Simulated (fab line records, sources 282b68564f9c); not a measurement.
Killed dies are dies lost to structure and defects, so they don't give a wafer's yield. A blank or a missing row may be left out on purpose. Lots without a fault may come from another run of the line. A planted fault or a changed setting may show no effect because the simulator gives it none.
fab line records | flow rit_cmos
record lots=6 wafers=18 last_day=7
route steps=202 shown NSD@138 PSD@142 SDANNEAL@154 M1@202
lots that met no fault: from a run of the same line without faults
start_h: hours from the record's first day to the start of the lot's first wafer shown | wait_h: hours since the lot's step before | " the same as in the row above | L1.1+2: a row that stands for several wafers | - no value, or no start given | * or withheld: withheld | < > ~ a bound
route shown NAME@n: a module of which the file shows steps, and the number in the route of the first | usual: mean/standard deviation of fault-free wafers | same: alike in all rows | chamber/n: place in a boat | sites: the reading at each site | _std_site: their standard deviation | _edge_site: outer sites' mean less inner sites' | radius_mm: how far each site lies from the wafer's centre | mask NAME#n: copy n | behind: the tool/chamber that last shaped the wafer | hold: why the lot was held/for how many hours/how that ended | device: the transistor (n, p or np) that didn't switch | end of line: the same wafers' tests at the end of the route | a step without rows: its recipe alone | killed: dies lost to structure and defects at the first sort, not the wafer's yield | map: a wafer's dies, x killed, . not, _ none there
set.NAME: the setting as run; set.NAME@STEP: as run at that earlier step | model.NAME: the simulator's own value behind a step, which no gauge read
lots at some steps of the route; a table a step, a row a wafer
services: from which hour (start_h, from the record's first day; less than 0 if before it) a tool's chamber was out of use, for how many hours, and why
## steps
# step RIT_NSD_HARDBAKE_07
# recipe resist=NOVOLAK temp_c=140 time_s=60
# step RIT_NSD_IMPLANT_08
# recipe species=P energy_kev=25 dose_cm2=1e+15 tilt_deg=7
# step RIT_NSD_STRIP_09
# recipe chemistry=O2 time_s=180 resist=NOVOLAK platen_temp_c=withheld power_w=500 pressure_mtorr=4000 o2_flow_sccm=4000
# usual drypump_motor_current_A=5.7/0.3
# columns lot.wafer tool chamber start_h wait_h drypump_motor_current_A rf_hours_counter_h
L764.2 plasma_asher-02 0 51.00 0.1 5.9 40
L764.3 " 1 " " 6.0 -
L764.5 " 1 " " 6.0 -
L765.2 plasma_asher-02 1 53.80 0.1 6.0 40
L765.5 " 0 " " 5.9 -
L765.6 " 1 " " 6.0 -
L775.2 plasma_asher-02 0 107.70 0.1 5.9 46
L775.4 " 0 " " 5.9 -
L775.6 " 1 " " 6.0 -
L776.3 plasma_asher-04 1 114.13 0.1 5.5 -
L776.5 " 1 " " 5.5 -
L776.6 " 0 " " 5.6 -
L783.2 plasma_asher-04 0 147.62 0.1 5.6 31
L783.3 " 0 " " 5.6 -
L783.5 " 1 " " 5.5 -
L786.1 plasma_asher-02 1 159.80 0.1 6.0 4
L786.3 " 0 " " 5.9 -
L786.6 " 0 " " 5.9 -
# step RIT_NSD_TW_MEAS_10
# usual NSD_TW=3127/21
# columns lot.wafer tool chamber start_h wait_h NSD_TW
L764.2 film_metro-04 - 51.19 0.1 3143
L764.3 " - " " 3152
L764.5 " - " " 3150
L765.2 film_metro-04 - 53.98 0.1 3122
L765.5 " - " " 3137
L765.6 " - " " 3126
L775.2 film_metro-02 - 107.89 0.1 3111
L775.4 " - " " 3108
L775.6 " - " " 3099
L776.3 film_metro-02 - 114.26 0.1 3112
L776.5 " - " " 3099
L776.6 " - " " 3107
L783.2 film_metro-03 - 147.81 0.1 3146
L783.3 " - " " 3142
L783.5 " - " " 3137
L786.1 film_metro-02 - 159.97 0.1 3088
L786.3 " - " " 3114
L786.6 " - " " 3109
# step RIT_PSD_HMDS_00
# recipe prime_time_s=60 prime_temp_c=140
# step RIT_PSD_COAT_01
# recipe resist=NOVOLAK spin_rpm=3250 resist_thk_nm=1000
# step RIT_PSD_SOFTBAKE_02
# recipe resist=NOVOLAK temp_c=90 time_s=60
# step RIT_PSD_EXPOSE_03
# recipe mask_id=M10 na=0.57 target_cd_nm=40900 dose_mj=250
# step RIT_PSD_PEB_04
# recipe resist=NOVOLAK temp_c=withheld time_s=withheld
# step RIT_PSD_DEVELOP_05
# recipe resist=NOVOLAK develop_time_s=50 dev_temp_c=23
# step RIT_PSD_OVL_MEAS_06
# usual PSD_OVL=0.5/1.5
# columns lot.wafer tool chamber start_h wait_h PSD_OVL[nm]
L764.2 overlay-02 - 52.22 - -0.7
L764.3 " - " " -1.8
L764.5 " - " " -0.9
L765.2 overlay-02 - 55.06 - 2.6
L765.5 " - " " 1.7
L765.6 " - " " 2.5
L775.2 overlay-01 - 108.79 - 3.7
L775.4 " - " " 0.2
L775.6 " - " " 1.5
L776.3 overlay-01 - 115.20 - 1.1
L776.5 " - " " -0.4
L776.6 " - " " 0.1
L783.2 overlay-02 - 148.84 - -2.3
L783.3 " - " " -2.5
L783.5 " - " " -1.3
L786.1 overlay-01 - 161.02 - 2.6
L786.3 " - " " 2.7
L786.6 " - " " 2.3
# step RIT_PSD_HARDBAKE_07
# recipe resist=NOVOLAK temp_c=140 time_s=60
# step RIT_PSD_IMPLANT_08
# recipe species=BF2 energy_kev=27 dose_cm2=4.93e+15 tilt_deg=7
# usual beam_energy_keV=27.000/0.0095
# columns lot.wafer tool chamber start_h wait_h beam_energy_keV model.implant.rp_nm model.implant.drp_nm
L764.2 implanter-04 0 52.42 0.1 26.989 22.73 12.05
L764.3 " 0 " " 26.999 22.73 12.05
L764.5 " 0 " " 26.996 22.73 12.05
L765.2 implanter-04 0 55.26 0.1 26.992 22.22 12.05
L765.5 " 0 " " 27.001 22.22 12.05
L765.6 " 0 " " 26.998 22.22 12.05
L775.2 implanter-04 0 109.00 0.1 36.464 28.01 14.87
L775.4 " 0 " " 36.437 28.01 14.87
L775.6 " 0 " " 36.448 28.01 14.87
L776.3 implanter-04 0 115.43 0.1 36.437 27.38 14.87
L776.5 " 0 " " 36.448 27.38 14.87
L776.6 " 0 " " 36.451 27.38 14.87
L783.2 implanter-03 0 149.04 0.1 27.000 22.11 12.05
L783.3 " 0 " " 27.004 22.11 12.05
L783.5 " 0 " " 26.989 22.11 12.05
L786.1 implanter-03 0 161.21 0.1 27.008 22.17 12.05
L786.3 " 0 " " 27.023 22.17 12.05
L786.6 " 0 " " 27.017 22.17 12.05
# step RIT_PSD_STRIP_09
# recipe chemistry=O2 time_s=180 resist=NOVOLAK platen_temp_c=withheld power_w=500 pressure_mtorr=4000 o2_flow_sccm=4000
# usual drypump_motor_current_A=5.3/0.4
# columns lot.wafer tool chamber start_h wait_h drypump_motor_current_A rf_hours_counter_h
L764.2 plasma_asher-01 0 52.55 0.1 5.4 42
L764.3 " 1 " " 4.8 -
L764.5 " 1 " " 4.8 -
L765.2 plasma_asher-04 0 55.39 0.1 5.6 22
L765.5 " 1 " " 5.5 -
L765.6 " 0 " " 5.6 -
L775.2 plasma_asher-03 0 109.12 0.1 4.9 49
L775.4 " 1 " " 5.9 -
L775.6 " 1 " " 6.0 -
L776.3 plasma_asher-01 0 115.59 0.1 5.4 -
L776.5 " 1 " " 4.8 -
L776.6 " 0 " " 5.4 -
L783.2 plasma_asher-01 1 149.17 0.1 4.8 55
L783.3 " 0 " " 5.4 -
L783.5 " 0 " " 5.4 -
L786.1 plasma_asher-03 1 161.36 0.1 6.0 54
L786.3 " 0 " " 4.9 -
L786.6 " 1 " " 5.9 -
# step RIT_PSD_TW_MEAS_10
# usual PSD_TW=3437/24
# columns lot.wafer tool chamber start_h wait_h hold PSD_TW
L764.2 film_metro-02 - 52.73 0.1 - 3426
L764.3 " - " " - 3404
L764.5 " - " " - 3413
L765.2 film_metro-04 - 55.57 0.1 - 3460
L765.5 " - " " - 3450
L765.6 " - " " - 3450
L775.2 film_metro-03 - 109.31 0.1 await_dispo/0.2h/release 3723
L775.4 " - " " await_dispo/0.2h/release 3732
L775.6 " - " " await_dispo/0.2h/release 3720
L775.2 film_metro-03 - 109.53 0.2 - 3730
L775.4 " - " " - 3718
L775.6 " - " " - 3736
L776.3 film_metro-02 - 115.72 0.1 await_dispo/0.2h/release 3679
L776.5 " - " " await_dispo/0.2h/release 3681
L776.6 " - " " await_dispo/0.2h/release 3658
L776.3 film_metro-02 - 115.95 0.2 - 3670
L776.5 " - " " - 3656
L776.6 " - " " - 3664
L783.2 film_metro-02 - 149.35 0.1 - 3394
L783.3 " - " " - 3414
L783.5 " - " " - 3419
L786.1 film_metro-02 - 161.53 0.1 - 3403
L786.3 " - " " - 3409
L786.6 " - " " - 3407
# step RIT_SDANNEAL_CLEAN_01
# recipe chemistry=dHF dilution=50:1 time_s=29.45
# step RIT_SDANNEAL_CLEAN_02
# recipe chemistry=SC2 mix=3:3:50 time_s=600 temp_c=75 dry=n2_spin
# step RIT_SDANNEAL_RTA_03
# recipe temp_c=1050 time_s=5 idle_temp_c=600 ramp_up_c_per_s=342 ramp_down_c_per_s=171 cool_to_c=600 ambient=N2
# usual ramp_down_c_per_s=171.00/0.03 wafer_temp_C_max=1053.5/1.2
# columns lot.wafer tool chamber start_h wait_h ramp_down_c_per_s wafer_temp_C_max
L764.2 rtp_anneal-01 0 53.18 0.0 171.01 1052.0
L764.3 " 0 " " 170.98 1054.2
L764.5 " 0 " " 171.05 1052.5
L765.2 rtp_anneal-02 0 56.03 0.0 170.95 1054.7
L765.5 " 0 " " 171.02 1055.2
L765.6 " 0 " " 170.96 1053.7
L775.2 rtp_anneal-02 0 111.38 0.0 170.99 1050.6
L775.4 " 0 " " 170.96 1054.2
L775.6 " 0 " " 171.01 1053.2
L776.3 rtp_anneal-01 0 122.35 0.2 171.00 1054.1
L776.5 " 0 " " 170.95 1051.5
L776.6 " 0 " " 171.01 1052.9
L783.2 rtp_anneal-02 0 149.78 0.0 171.01 1055.2
L783.3 " 0 " " 170.98 1051.0
L783.5 " 0 " " 171.01 1053.2
L786.1 rtp_anneal-01 0 161.99 0.0 171.02 1054.3
L786.3 " 0 " " 171.03 1053.6
L786.6 " 0 " " 171.02 1052.0
# step RIT_SDANNEAL_RS_MEAS_04
# recipe thk_meas_gauge=four-point-probe
# usual PSD_RS=116.1/0.3
# columns lot.wafer tool chamber start_h wait_h hold PSD_RS[ohm/sq]
L764.2 film_metro-03 - 53.25 0.1 - 116.4
L764.3 " - " " - 116.4
L764.5 " - " " - 116.6
L765.2 film_metro-03 - 56.10 0.1 - 116.5
L765.5 " - " " - 116.4
L765.6 " - " " - 116.3
L775.2 film_metro-02 - 111.44 0.1 await_dispo/0.2h/release 98.5
L775.4 " - " " await_dispo/0.2h/release 98.6
L775.6 " - " " await_dispo/0.2h/release 98.8
L775.2 film_metro-02 - 111.73 0.3 - 98.4
L775.4 " - " " - 98.7
L775.6 " - " " - 98.7
L776.3 film_metro-04 - 122.47 0.1 await_dispo/0.2h/release 98.9
L776.5 " - " " await_dispo/0.2h/release 99.0
L776.6 " - " " await_dispo/0.2h/release 99.0
L776.3 film_metro-04 - 122.83 0.3 - 99.0
L776.5 " - " " - 99.0
L776.6 " - " " - 99.2
L783.2 film_metro-02 - 149.85 0.1 - 116.2
L783.3 " - " " - 116.2
L783.5 " - " " - 115.8
L786.1 film_metro-03 - 162.05 0.0 - 116.0
L786.3 " - " " - 116.5
L786.6 " - " " - 116.0
# step RIT_M1_PROBE_99
# usual defect_limited_yield=97.5/1.1 killed_at_front_end=6.6/2.9 killed_dies=6.6/3 killed_open=3.4/2 killed_short=3.2/2 sort_bin_3_pad_short=0.1/0.23 sort_bin_5_function=1.4/0.78 sort_bin_6_memory=1.0/0.65 sort_n_pass=257.4/3 sort_yield_pct=97.5/1.1
# same gross_dies=264 killed_at_M0_to_M3=0 killed_at_M4_up=0 killed_at_back_side=0 killed_at_contacts=0 killed_at_other=0
# columns lot.wafer tool chamber start_h wait_h defect_limited_yield[%] killed_at_front_end killed_dies killed_open killed_short sort_bin_3_pad_short[%] sort_bin_5_function[%] sort_bin_6_memory[%] sort_n_pass sort_yield_pct[%]
L764.2 prober-01 - 60.86 0.1 95.8 11 11 3 8 0.4 2.3 1.5 253.0 95.8
L764.3 prober-01 - 60.91 0.2 95.5 12 12 7 5 0 2.7 1.9 252.0 95.5
L764.5 prober-01 - 61.01 0.2 98.1 5 5 2 3 0 0.8 1.1 259.0 98.1
L783.2 prober-01 - 157.51 0.1 97.0 8 8 5 3 0.4 1.1 1.5 256.0 97.0
L783.3 prober-01 - 157.56 0.2 98.1 5 5 2 3 0.4 1.5 0 259.0 98.1
L783.5 prober-01 - 157.66 0.2 98.1 5 5 2 3 0 1.9 0 259.0 98.1
L786.1 prober-02 - 169.31 0.1 97.7 6 6 1 5 0.4 0.8 1.1 258.0 97.7
L786.3 prober-02 - 169.41 0.2 96.6 9 9 2 7 0.4 1.9 1.1 255.0 96.6
L786.6 prober-02 - 169.56 0.2 97.0 8 8 3 5 0.4 1.5 1.1 256.0 97.0
# killed by level:class
L764.2 GATE:geometric_particle:short=2 REOX:geometric_particle:short=2 SPACER:geometric_particle:short=2 FOX1:geometric_particle:short=1 FOX2:geometric_particle:short=1 GATE:geometric_particle:open=1 REOX:geometric_particle:open=1 SPACER:geometric_particle:open=1
L764.3 FOX1:geometric_particle:open=3 GATE:geometric_particle:open=3 FOX1:geometric_particle:short=2 ACTIVE:geometric_particle:short=1 GATE:geometric_particle:short=1 REOX:geometric_particle:open=1 REOX:geometric_particle:short=1
L764.5 SPACER:geometric_particle:short=2 GATE:geometric_particle:short=1 GATE:geometric_particle:open=1 SPACER:geometric_particle:open=1
L783.2 GATE:geometric_particle:short=3 SPACER:geometric_particle:open=2 FOX2:geometric_particle:open=1 GATE:geometric_particle:open=1 REOX:geometric_particle:open=1
L783.3 FOX2:geometric_particle:short=1 GATE:geometric_particle:short=1 GATE:geometric_particle:open=1 SILICIDE:geometric_particle:short=1 SILICIDE:geometric_particle:open=1
L783.5 GATE:geometric_particle:short=2 FOX2:geometric_particle:open=1 GATE:geometric_particle:open=1 SPACER:geometric_particle:short=1
L786.1 GATE:geometric_particle:short=2 FOX2:geometric_particle:short=1 GATE:geometric_particle:open=1 SPACER:geometric_particle:short=1 SILICIDE:geometric_particle:short=1
L786.3 GATE:geometric_particle:short=2 ACTIVE:geometric_particle:short=1 FOX2:geometric_particle:open=1 FOX2:geometric_particle:short=1 GATE:geometric_particle:open=1 REOX:geometric_particle:short=1 SPACER:geometric_particle:short=1 SILICIDE:geometric_particle:short=1
L786.6 GATE:geometric_particle:short=3 FOX1:geometric_particle:short=1 FOX1:geometric_particle:open=1 REOX:geometric_particle:open=1 SPACER:geometric_particle:open=1 SILICIDE:geometric_particle:short=1
## services
# columns tool chamber start_h hours kind
plasma_asher-04 - 33.20 1.2 repair
plasma_asher-02 - 43.47 2.2 repair
plasma_asher-03 - 68.20 8.0 repair
plasma_asher-04 - 69.16 10.0 pm
plasma_asher-01 - 90.33 1.3 repair
plasma_asher-04 - 95.39 2.0 repair
plasma_asher-02 - 108.75 9.0 pm
plasma_asher-02 0 108.75 9.0 vent_cycle
plasma_asher-02 1 108.75 9.0 vent_cycle
plasma_asher-02 0 117.75 - clean
plasma_asher-02 1 117.75 - clean
plasma_asher-02 - 135.05 4.4 repair
implanter-03 - 136.38 6.0 pm
## key
first_sign step=RIT_PSD_IMPLANT_08 reading=beam_energy_keV direction=up sigmas=99+ usual=27.000 struck=36.447
effect step=RIT_PSD_TW_MEAS_10 reading=visit direction=added
effect step=RIT_PSD_TW_MEAS_10 reading=PSD_TW direction=up sigmas=11 usual=3437 struck=3699
effect step=RIT_SDANNEAL_RS_MEAS_04 reading=visit direction=added
effect step=RIT_SDANNEAL_RS_MEAS_04 reading=PSD_RS direction=down sigmas=57 usual=116.1 struck=98.8
model_effect step=RIT_PSD_IMPLANT_08 value=implant.rp_nm without=21.7 struck=27.69
met_at RIT_PSD_IMPLANT_08
struck_wafers L775.2,L775.4,L775.6,L776.3,L776.5,L776.6
scrapped_behind RIT_SDANNEAL_RS_MEAS_04 L775.2,L775.4,L775.6,L776.3,L776.5,L776.6
onset_between 55.26 109.00
fault kind=process_parameter_drift tool=implanter-04 chamber=- onset_h=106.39 steps=RIT_PSD_IMPLANT_08 channel=energy_kev offset=9.45 shape=step end_h=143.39 acts_in=these_recipes_only stated=27
